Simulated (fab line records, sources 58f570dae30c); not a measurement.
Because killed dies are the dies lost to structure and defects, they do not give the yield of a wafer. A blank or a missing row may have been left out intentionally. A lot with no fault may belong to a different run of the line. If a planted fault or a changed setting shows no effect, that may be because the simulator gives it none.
Which tool did it?	flow berkeley-cmos170	6 lots (18 wafers sampled), 1 step of a 331-step route

## WHAT EACH GAUGE READ, for each wafer
UCB170_START_BOW_MEAS_00.
lot	measured	on	INCOMING_BOW (um)
L841	day 1 20:01	film-metro-01	-6 -5 0
L843	day 2 06:01	film-metro-02	-3 -2 -1
L846	day 2 21:00	film-metro-02	-7 1 6
L853	day 4 08:01	film-metro-01	-2 -6 4
L857	day 5 04:01	film-metro-01	-2 -8 6
L859	day 5 14:00	film-metro-03	-5 -1 15

## WHAT TOOL EACH LOT RAN ON (gives the tool, then ch and the chambers of the sampled wafers, and finally the start)
The record shows no process step preceding these readings.

## THE ANSWER, worked out from the rows above alone
Rule: what is usual is taken from the lots themselves. The widest of any qualifying gaps counts: lots, ordered by their means at a reading, are off when they make up no more than a third of the lots, leave a main group of 4 or more, and stand apart from it by 3 or more times the standard deviation of that group's means. If all means in a main group match to the digits the tables above print for the reading, that group is not used. A lot without any number at a reading at which 4 lots or more have one is off too. Any other lot the step has rows for is counted as sound.
No lot is off at any reading shown: from this, nothing can be told.

## WHAT THE SIMULATOR HAD INSERTED
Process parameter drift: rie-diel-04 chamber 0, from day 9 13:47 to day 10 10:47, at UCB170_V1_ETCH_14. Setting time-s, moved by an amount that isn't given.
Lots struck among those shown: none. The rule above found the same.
